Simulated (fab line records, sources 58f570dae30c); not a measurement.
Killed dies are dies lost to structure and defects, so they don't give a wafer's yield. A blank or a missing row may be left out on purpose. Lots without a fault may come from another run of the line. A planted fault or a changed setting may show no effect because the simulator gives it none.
Which tool did it? | flow berkeley_cmos170 | 14 lots, 42 wafers sampled, at 2 steps of a route of 331

WHAT THE GAUGES READ, wafer by wafer
UCB170_START_BOW_MEAS_00.
lot  | measured    | on            | INCOMING_BOW (um)
L112 | day 1 10:02 | film_metro-01 | -1 -8 6
L113 | day 1 15:00 | film_metro-02 | 9 5 10
L115 | day 2 01:04 | film_metro-01 | 1 -7 7
L116 | day 2 06:00 | film_metro-03 | 6 3 -9
L117 | day 2 11:00 | film_metro-01 | -8 13 -3
L118 | day 2 16:00 | film_metro-02 | 6 4 0
L121 | day 3 07:00 | film_metro-03 | -10 2 3
L122 | day 3 12:04 | film_metro-03 | -4 -6 0
L126 | day 4 08:00 | film_metro-01 | 5 -14 7
L129 | day 4 23:02 | film_metro-02 | -3 6 17
L131 | day 5 09:00 | film_metro-01 | 2 0 -10
L132 | day 5 14:01 | film_metro-01 | 10 2 11
L133 | day 5 19:02 | film_metro-02 | -4 2 12
L135 | day 6 05:04 | film_metro-01 | -2 -6 5

UCB170_NWELL_THK_MEAS_05.
lot  | measured    | on            | NWELL_NITRIDE_THK (nm)
L112 | day 2 05:49 | film_metro-01 | 221.1 220.2 220.7
L113 | day 2 12:04 | film_metro-04 | 221.2 222.3 222.8
L115 | day 2 21:50 | film_metro-03 | 223.7 220.8 221.5
L116 | day 3 06:49 | film_metro-04 | 223.3 223.5 222.4
L117 | day 3 16:44 | film_metro-01 | 226.3 225.9 223.8
L118 | day 3 16:44 | film_metro-04 | 225.3 223.3 225.9
L121 | day 4 03:04 | film_metro-04 | 227.6 226.1 226.8
L122 | day 4 15:31 | film_metro-03 | 223.9 221.7 224.9
L126 | day 5 06:34 | film_metro-01 | 226.9 224.9 225.7
L129 | day 5 21:44 | film_metro-03 | 222.7 221.7 222.0
L131 | day 6 15:36 | film_metro-03 | 222.3 218.2 219.9
L132 | day 6 15:37 | film_metro-04 | 220.3 221.7 222.3
L133 | day 6 22:50 | film_metro-04 | 231.3 229.4 230.4
L135 | day 7 12:14 | film_metro-03 | 225.9 224.1 224.3

WHICH TOOL RAN EACH LOT (tool, then ch and the chambers of the sampled wafers, then the start)
The record holds no process step before these readings.

WHAT THE TOOLS THEMSELVES READ (means of the sampled wafers that have a number; where no wafer has one, the mark that the record gives instead)
The record holds no such reading with a usual standard deviation.

THE ANSWER, worked out from the rows above alone
Rule: what is usual is taken from the lots themselves. Put in order of their means at a reading, lots are off if they are a third of the lots or fewer, leave a main group of 4 or more, and stand apart from it by a gap of 3 or more times the standard deviation of the main group's means; of several such gaps the widest counts. A main group whose means are all the same, to the digits that the tables above print for the reading, isn't used. A lot without any number at a reading at which 4 lots or more have one is off too. The other lots that the step has rows for count as sound. The gauges are gone through in route order, then the tools' own readings, and for those a lot's mean is taken as printed above. The first step at which some lot is off is used, and at that step the reading that is off furthest; a lot without a number counts as furthest.
No lot is off at any reading shown: from this, nothing can be told.

WHAT THE SIMULATOR HAD PUT IN
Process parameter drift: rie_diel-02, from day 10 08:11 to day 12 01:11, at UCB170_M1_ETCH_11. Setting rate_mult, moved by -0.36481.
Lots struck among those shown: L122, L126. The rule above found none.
